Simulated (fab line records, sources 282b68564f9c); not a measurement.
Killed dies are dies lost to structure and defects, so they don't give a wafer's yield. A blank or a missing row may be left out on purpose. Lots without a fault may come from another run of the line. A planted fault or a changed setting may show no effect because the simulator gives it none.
A struck lot beside a sound one | flow rit_cmos | 20 steps out of a route of 202
Sound: wafers L420.1, L420.4, L420.5. Struck: wafers L415.1, L415.5, L415.6. The cause comes at the end.
At each step with rows: each side's tool, then ch and its chambers, then its first start. Under that, the readings that differ: sound wafers | struck wafers | difference of the means | sigmas: that difference in standard deviations of wafers without a fault.
alike: readings whose means differ by less than 2 such deviations, and words and numbers that are the same on both sides. not compared: withheld readings, readings that some wafer has no value for, bounds like >300 that may hide the same value, and numbers for which the record gives no deviation and whose values overlap.
The two part at a step that has a row with sigmas, a row that says differs or no value, or rows on one side only. Numbers that don't overlap but have no deviation are shown without sigmas and don't part them. A reading that every wafer of one side lacks parts them only if that side has two wafers or more.

first, 4 steps without rows for these wafers: RIT_ACTIVE_SOFTBAKE_07 (time 60 s); RIT_ACTIVE_EXPOSE_08 (exposes mask M1, target cd 1400 nm); RIT_ACTIVE_PEB_09; RIT_ACTIVE_DEVELOP_10 (develop time 50 s).
RIT_ACTIVE_CD_MEAS_11: target cd 1400 nm.
  sound on cd_sem-01, day 5 09:04; struck on cd_sem-01, day 4 07:34
  alike: cd_nm
then, 1 step without rows for these wafers: RIT_ACTIVE_HARDBAKE_12 (time 60 s).
RIT_ACTIVE_ETCH_13: etches Si3N4 in SF6, stops on SiO2, time 210 s, target depth 210 nm.
  sound on rie_diel-04 ch 1,3, day 5 09:22; struck on rie_diel-02 ch 0,1,2, day 4 07:50
  alike: drypump_motor_current_A, oes_product_au, throttle_valve_pct
  not compared: rf_hours_counter_h
RIT_ACTIVE_STRIP_14: strips in O2, time 180 s.
  sound on plasma_asher-02 ch 0,1, day 5 09:30; struck on plasma_asher-02 ch 0,1, day 4 07:58
  alike: drypump_motor_current_A
  not compared: rf_hours_counter_h
RIT_ACTIVE_CD_MEAS_90: target cd 1400 nm.
  sound on cd_sem-02, day 5 09:41; struck on cd_sem-01, day 4 08:08
  alike: cd_nm
then, 3 steps without rows for these wafers: RIT_ACTIVE_CLEAN_15 (cleans in SC1, time 600 s); RIT_ACTIVE_CLEAN_16 (cleans in dHF, time 30 s); RIT_ACTIVE_CLEAN_17 (cleans in SC2, time 600 s).
RIT_FOX1_OXIDATION_00: target thk 350.7 nm, ox time 1130 s.
  sound on furnace-02 ch 0, day 5 10:12; struck on furnace-01 ch 0, day 4 11:46
  alike: tube_center_temp_C, tube_center_temp_C_max
RIT_FOX1_THK_MEAS_01:
  sound on film_metro-01, day 5 11:31; struck on film_metro-03, day 4 13:04
  reading             | sound       | struck      | difference | sigmas
  FOX1_OXIDE_THK (nm) | 361 357 353 | 547 542 552 | +190       | +27
RIT_FOX1_WET_ETCH_02: etches SiO2 in BOE, target depth 350 nm, time 390 s.
  sound on wet_bench-01 ch 1, day 5 11:34; struck on wet_bench-03 ch 2, day 4 13:08
  reading                                  | sound           | struck            | difference | sigmas
  model.Si3N4_of_ACTIVE_CVD_03.thk_nm (nm) | 137.8 136.7 136 | 133.3 134.4 133.5 | -3.1       |
then, 1 step without rows for these wafers: RIT_FOX2_OXIDATION_00 (target thk 350.7 nm, ox time 1130 s).
RIT_FOX2_THK_MEAS_01:
  sound on film_metro-03, day 5 13:01; struck on film_metro-03, day 4 14:34
  alike: FOX2_OXIDE_THK
RIT_FOX2_CLEAN_02: cleans in dHF, time 180 s.
  sound on wet_bench-03 ch 2, day 5 13:04; struck on wet_bench-04 ch 3, day 4 14:49
  reading                                  | sound             | struck            | difference | sigmas
  model.Si3N4_of_ACTIVE_CVD_03.thk_nm (nm) | 130.8 129.6 128.9 | 126.2 127.3 126.5 | -3.1       |
then, 1 step without rows for these wafers: RIT_FOX2_WET_ETCH_03 (etches Si3N4 in H3PO4, target depth 195 nm, time 2700 s).
RIT_M1_PROBE_99:
  sound on prober-01, day 7 02:46; struck on prober-02, day 6 10:44
  alike: killed_at_M0_to_M3, killed_at_contacts, killed_at_front_end, killed_dies, killed_open, killed_short

WHERE THEY PART
Only at RIT_FOX1_THK_MEAS_01, within this record. Later steps at which nothing parts them and some readings are alike: RIT_FOX2_THK_MEAS_01, RIT_M1_PROBE_99.

WHY: what the simulator had put in
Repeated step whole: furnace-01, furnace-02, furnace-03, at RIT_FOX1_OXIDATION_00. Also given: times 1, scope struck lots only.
